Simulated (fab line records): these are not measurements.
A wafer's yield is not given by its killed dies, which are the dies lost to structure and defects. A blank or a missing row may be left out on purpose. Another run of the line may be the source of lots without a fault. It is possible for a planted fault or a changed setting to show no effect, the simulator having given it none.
Lot-split experiment + flow berkeley_cmos170 + 5 lots, 23 wafers read, on a route of 331 steps

## THE SPLIT ITSELF
At UCB170_V1_EXPOSE_09 (exposes mask VIA1, target cd 700 nm), the setting dose_mj was moved away from the recipe's 37 on 10 of the 23 wafers read, by -7.4% to +6.4%. This setting was run at the recipe's value on the other wafers.

## FROM THE SPLIT TO THE READING: what the file shows between them, 5 steps
- UCB170_V1_PEB_10
- UCB170_V1_DEVELOP_11: develop time 45 s
- UCB170_V1_CD_MEAS_12: target cd 700 nm
- UCB170_V1_ETCH_14: etches SiO2 in CHF3/CF4/Ar, stops on Al, target depth 1250 nm, time 291 s
- UCB170_V1_STRIP_15: strips in O2

## THE READING
cd_nm (nm) at UCB170_V1_CD_MEAS_90, where the cd target is 700 nm. Fault-free wafers of this fab line usually give 699.5 nm, standard deviation 1.5 nm.

| wafer  | tool, chamber at the split | dose_mj as run | against the recipe | cd_nm, nm | against lot-mates on the recipe |
|--------|----------------------------|----------------|--------------------|-----------|---------------------------------|
| L074.2 | krf_scanner-02, 0          | 35.05          | -5.3%              | 689.8     | -10.8                           |
| L074.3 | krf_scanner-02, 0          | 35.05          | -5.3%              | 690.9     | -9.6                            |
| L074.4 | krf_scanner-02, 0          | 37             | recipe             | 700.1     | -                               |
| L074.5 | krf_scanner-02, 0          | 37             | recipe             | 701.0     | -                               |
| L074.6 | krf_scanner-02, 0          | 35.05          | -5.3%              | 690.3     | -10.2                           |
| L077.1 | krf_scanner-01, 0          | 37             | recipe             | 701.3     | -                               |
| L077.3 | krf_scanner-01, 0          | 37             | recipe             | 702.9     | -                               |
| L077.6 | krf_scanner-01, 0          | 37             | recipe             | 700.7     | -                               |
| L082.1 | krf_scanner-01, 0          | 39.35          | +6.4%              | 711.5     | +12.1                           |
| L082.2 | krf_scanner-01, 0          | 39.35          | +6.4%              | 710.3     | +10.9                           |
| L082.3 | krf_scanner-01, 0          | 37             | recipe             | 699.0     | -                               |
| L082.5 | krf_scanner-01, 0          | 37             | recipe             | 699.0     | -                               |
| L082.6 | krf_scanner-01, 0          | 37             | recipe             | 700.1     | -                               |
| L084.1 | krf_scanner-02, 0          | 37             | recipe             | 698.5     | -                               |
| L084.3 | krf_scanner-02, 0          | 38.85          | +5.0%              | 706.4     | +7.9                            |
| L084.4 | krf_scanner-02, 0          | 37             | recipe             | 699.6     | -                               |
| L084.5 | krf_scanner-02, 0          | 37             | recipe             | 697.5     | -                               |
| L084.6 | krf_scanner-02, 0          | 38.85          | +5.0%              | 707.5     | +9.0                            |
| L085.1 | krf_scanner-01, 0          | 34.26          | -7.4%              | 684.4     | -15.3                           |
| L085.2 | krf_scanner-01, 0          | 34.26          | -7.4%              | 685.2     | -14.5                           |
| L085.3 | krf_scanner-01, 0          | 34.26          | -7.4%              | 685.5     | -14.2                           |
| L085.5 | krf_scanner-01, 0          | 37             | recipe             | 700.4     | -                               |
| L085.6 | krf_scanner-01, 0          | 37             | recipe             | 699.0     | -                               |

FIT RESULTS
A straight line over all 23 wafers: cd_nm changes by +1.81 nm for each +1% of dose_mj; r = +0.98; the points scatter about the line by 1.3 nm.
The same after taking each lot's own level away (the mean of its wafers on the recipe; 23 wafers): +1.89 nm for each +1%; r = +1.00; scatter 0.76 nm.
On that fit, the largest move of dose_mj shifts the reading by 14 nm.
Measured against the standard deviation above, the lots' own levels, which go from 698.53 to 701.63 nm, span 2.1 times it.
Hence the lot-to-lot level has little effect on the slope; both slopes agree.
Check: with one of the wafers moved furthest among these (-7.4%) left out of the fit, the line predicts -14 nm for it against its lot-mates. It came out at -15.3 nm against them.

## ADDITIONAL SPLITS CARRIED BY THESE WAFERS
Other splits were also applied to these wafers ahead of the reading. Each is held against what the fit with the lots' levels taken away leaves over:
| other split on the same wafers      | wafers away from the commonest value | r with cd_nm (lot level and that fit taken away) |
|-------------------------------------|--------------------------------------|--------------------------------------------------|
| UCB170_NSD_PEB_04 peb_temp_c        | 6                                    | +0.03                                            |
| UCB170_SILICIDE_SPUTTER_01 time_s   | 7                                    | +0.17                                            |
| UCB170_V1_CMP_02 leave_above_ref_nm | 7                                    | -0.26                                            |

## THE WHOLE CHAIN: every reading that the file lists as answering this split, in the file's order
| step                 | what it does                                                              | reading                                                   | change (the file's fit)              | r (the file's) |
|----------------------|---------------------------------------------------------------------------|-----------------------------------------------------------|--------------------------------------|----------------|
| UCB170_V1_CD_MEAS_12 | target cd 700 nm                                                          | cd_nm                                                     | +1.83 nm for each +1% of the setting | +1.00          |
| UCB170_V1_ETCH_14    | etches SiO2 in CHF3/CF4/Ar, stops on Al, target depth 1250 nm, time 291 s | V1.cd_nm (the simulator's own value, which no gauge read) | +1.84 nm for each +1% of the setting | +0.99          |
| UCB170_V1_CD_MEAS_90 | target cd 700 nm                                                          | cd_nm                                                     | +1.88 nm for each +1% of the setting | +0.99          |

## THE FILE'S OWN FIT
cd_nm changes by +1.88 nm for each +1% of dose_mj, r = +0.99.
